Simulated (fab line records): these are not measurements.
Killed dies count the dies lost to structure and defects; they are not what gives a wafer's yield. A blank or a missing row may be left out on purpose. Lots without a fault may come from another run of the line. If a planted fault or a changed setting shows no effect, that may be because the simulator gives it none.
The tool behind it: which one? -- flow rit_cmos -- 36 wafers from 12 lots sampled at 3 of the route's 202 steps

## WHAT THE GAUGES SHOWED, per wafer
RIT_M1_RS_MEAS_01: the measuring method here is four-point-probe. Usual: M1_AL_RS 0.0732 ohm/sq, standard deviation 0.00077.
lot,measured,on,M1_AL_RS (ohm/sq),flag
L817,day 3 08:55,film_metro-02,0.0728 0.0717 0.0730,
L818,day 3 14:28,film_metro-04,0.0733 0.0731 0.0733,
L819,day 3 16:23,film_metro-03,0.0729 0.0727 0.0717,
L820,day 3 20:49,film_metro-02,0.0716 0.0725 0.0725,
L821,day 4 03:52,film_metro-04,0.0726 0.0737 0.0739,
L822,day 4 10:37,film_metro-04,0.0726 0.0735 0.0733,
L825,day 5 01:54,film_metro-03,0.0468 0.0735 0.0737,OFF
L826,day 5 09:26,film_metro-04,0.0737 0.0733 0.0738,
L834,day 7 00:01,film_metro-03,0.0735 0.0734 0.0727,
L836,day 7 06:49,film_metro-02,0.0743 0.0739 0.0738,
L838,day 7 18:05,film_metro-03,0.0733 0.0724 0.0730,
L840,day 8 04:43,film_metro-02,0.0720 0.0727 0.0723,

RIT_M1_THK_MEAS_02: measures by xrf. Usual: M1_AL_THK 402 nm, standard deviation 4.7.
lot,measured,on,M1_AL_THK (nm),flag
L817,day 3 09:01,film_metro-02,405 410 402,
L818,day 3 14:35,film_metro-04,404 403 403,
L819,day 3 16:31,film_metro-03,403 406 410,
L820,day 3 20:55,film_metro-02,410 406 407,
L821,day 4 03:59,film_metro-04,404 399 397,
L822,day 4 10:43,film_metro-04,406 401 400,
L825,day 5 02:01,film_metro-03,624 399 400,OFF
L826,day 5 09:32,film_metro-04,399 399 399,
L834,day 7 00:08,film_metro-03,404 403 406,
L836,day 7 06:56,film_metro-02,395 397 398,
L838,day 7 18:12,film_metro-03,402 407 406,
L840,day 8 04:50,film_metro-02,409 405 405,

## WHAT TOOL EACH LOT RAN ON (gives the tool, then ch and the chambers of the sampled wafers, and finally the start)
lot,RIT_M1_SPUTTER_00
L817,"pvd_sputter-01, day 3 08:35"
L818,"pvd_sputter-03, day 3 14:09"
L819,"pvd_sputter-01, day 3 16:06"
L820,"pvd_sputter-03, day 3 20:29"
L821,"pvd_sputter-01, day 4 03:34"
L822,"pvd_sputter-03, day 4 10:18"
L825,"pvd_sputter-01, day 5 01:37"
L826,"pvd_sputter-03, day 5 09:07"
L834,"pvd_sputter-03, day 6 23:44"
L836,"pvd_sputter-03, day 7 06:31"
L838,"pvd_sputter-03, day 7 17:47"
L840,"pvd_sputter-03, day 8 04:25"
- RIT_M1_SPUTTER_00: material Al, target thk 400 nm, time 500 s.

## AS READ BY THE TOOLS THEMSELVES (means over the sampled wafers that have a number; for cases with no such wafer, the mark the record gives instead)
RIT_M1_SPUTTER_00. Usual: cathode_dc_power_W 2000.0 W, standard deviation 0.38; throttle_valve_pct 29.9 %, standard deviation 0.69.
lot,tool,cathode_dc_power_W (W),throttle_valve_pct (%),flag
L817,pvd_sputter-01,1999.8,29.3,
L818,pvd_sputter-03,2000.0,30.1,
L819,pvd_sputter-01,2000.2,29.5,
L820,pvd_sputter-03,1999.6,30.1,
L821,pvd_sputter-01,2000.0,29.7,
L822,pvd_sputter-03,1999.9,30.0,
L825,pvd_sputter-01,2363.4,29.7,OFF
L826,pvd_sputter-03,1999.4,30.6,
L834,pvd_sputter-03,2000.2,30.6,
L836,pvd_sputter-03,2000.0,31.0,
L838,pvd_sputter-03,1999.7,30.0,
L840,pvd_sputter-03,1999.9,30.0,

## THE ANSWER, worked out from the rows above alone
Rule: a lot is off if the mean of its wafers that have a number lies more than 3 standard deviations from the usual mean. Also off: a lot with no number at a reading for which 4 or more lots have one. Where the step has rows for the other lots, those lots are counted as sound. First the gauges in route order, then the tools' own readings, where a lot's mean is used as printed above. The first step at which some lot is off is used, and at that step the reading that is off furthest; a lot without a number counts as furthest.
Off: at RIT_M1_RS_MEAS_01 (M1_AL_RS), L825.
If a tool, at a process step before that reading, ran all the lots that are off and no sound lot after the first of them, it fits. The gauges at RIT_M1_RS_MEAS_01 aren't tried: what is off there is off at RIT_M1_SPUTTER_00 too, on other tools, and a gauge's error can't cause that. One fits: pvd_sputter-01 at RIT_M1_SPUTTER_00. A fault onset in the window from L821 (day 4 03:34, its last sound lot) to L825 (day 5 01:37, its first lot off) fits.
The tool's own readings at RIT_M1_SPUTTER_00 bear it out: on the lots that are off they differ by more than 5 times the standard deviation of the sound lots' means. cathode_dc_power_W reads 2363.4 W there against 1999.9 W on the sound lots.

## WHAT THE SIMULATOR PUT IN
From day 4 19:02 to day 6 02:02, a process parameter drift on pvd_sputter-01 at RIT_M1_SPUTTER_00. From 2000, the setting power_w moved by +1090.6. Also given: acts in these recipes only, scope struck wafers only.
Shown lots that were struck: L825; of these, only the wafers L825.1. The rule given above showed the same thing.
